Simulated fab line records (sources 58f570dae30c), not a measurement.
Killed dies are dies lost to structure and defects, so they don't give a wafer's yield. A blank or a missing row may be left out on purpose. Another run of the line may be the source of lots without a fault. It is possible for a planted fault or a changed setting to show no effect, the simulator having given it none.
Which tool is to blame? || flow berkeley_cmos170 || 21 wafers from 7 lots sampled at 2 of the route's 331 steps

== WHAT THE GAUGES SHOWED, per wafer ==
UCB170_SILICIDE_RS_MEAS_02: measures by four-point-probe.
{"lot": "L248", "measured": "day 7 15:53", "on": "film_metro-02", "SILICIDE_TI_RS (ohm/sq)": "26.1 26.5 26.3"}
{"lot": "L247", "measured": "day 7 22:50", "on": "film_metro-02", "SILICIDE_TI_RS (ohm/sq)": "25.8 26.1 26.0"}
{"lot": "L250", "measured": "day 7 23:01", "on": "film_metro-04", "SILICIDE_TI_RS (ohm/sq)": "25.9 25.7 25.8"}
{"lot": "L251", "measured": "day 8 17:52", "on": "film_metro-02", "SILICIDE_TI_RS (ohm/sq)": "26.4 26.6 26.0"}
{"lot": "L254", "measured": "day 8 21:47", "on": "film_metro-02", "SILICIDE_TI_RS (ohm/sq)": "26.4 26.0 26.3"}
{"lot": "L263", "measured": "day 10 19:53", "on": "film_metro-04", "SILICIDE_TI_RS (ohm/sq)": "24.0 25.8 26.2"}
{"lot": "L267", "measured": "day 11 21:19", "on": "film_metro-02", "SILICIDE_TI_RS (ohm/sq)": "26.0 26.0 26.4"}

== EACH LOT AND THE TOOL THAT RAN IT (in order: tool; ch and the chambers of the sampled wafers; start) ==
{"lot": "L248", "UCB170_SILICIDE_SPUTTER_01": "pvd_sputter-01, day 7 15:51"}
{"lot": "L247", "UCB170_SILICIDE_SPUTTER_01": "pvd_sputter-04, day 7 22:41"}
{"lot": "L250", "UCB170_SILICIDE_SPUTTER_01": "pvd_sputter-01, day 7 22:59"}
{"lot": "L251", "UCB170_SILICIDE_SPUTTER_01": "pvd_sputter-03, day 8 17:49"}
{"lot": "L254", "UCB170_SILICIDE_SPUTTER_01": "pvd_sputter-03, day 8 21:44"}
{"lot": "L263", "UCB170_SILICIDE_SPUTTER_01": "pvd_sputter-01, day 10 19:51"}
{"lot": "L267", "UCB170_SILICIDE_SPUTTER_01": "pvd_sputter-03, day 11 21:16"}
- UCB170_SILICIDE_SPUTTER_01: material Ti, target thk 30 nm, time 25 s.

== THE ANSWER, worked out from the rows above alone ==
Rule: what is usual is taken from the lots themselves. Put in order of their means at a reading, lots are off if they are a third of the lots or fewer, leave a main group of 4 or more, and stand apart from it by a gap of 3 or more times the standard deviation of the main group's means; of several such gaps the widest counts. If all means in a main group match to the digits the tables above print for the reading, that group is not used. Also off: a lot with no number at a reading for which 4 or more lots have one. All remaining lots with rows at the step are treated as sound.
None of the lots is off at any reading shown; this tells nothing.

== WHAT HAD BEEN PUT IN BY THE SIMULATOR ==
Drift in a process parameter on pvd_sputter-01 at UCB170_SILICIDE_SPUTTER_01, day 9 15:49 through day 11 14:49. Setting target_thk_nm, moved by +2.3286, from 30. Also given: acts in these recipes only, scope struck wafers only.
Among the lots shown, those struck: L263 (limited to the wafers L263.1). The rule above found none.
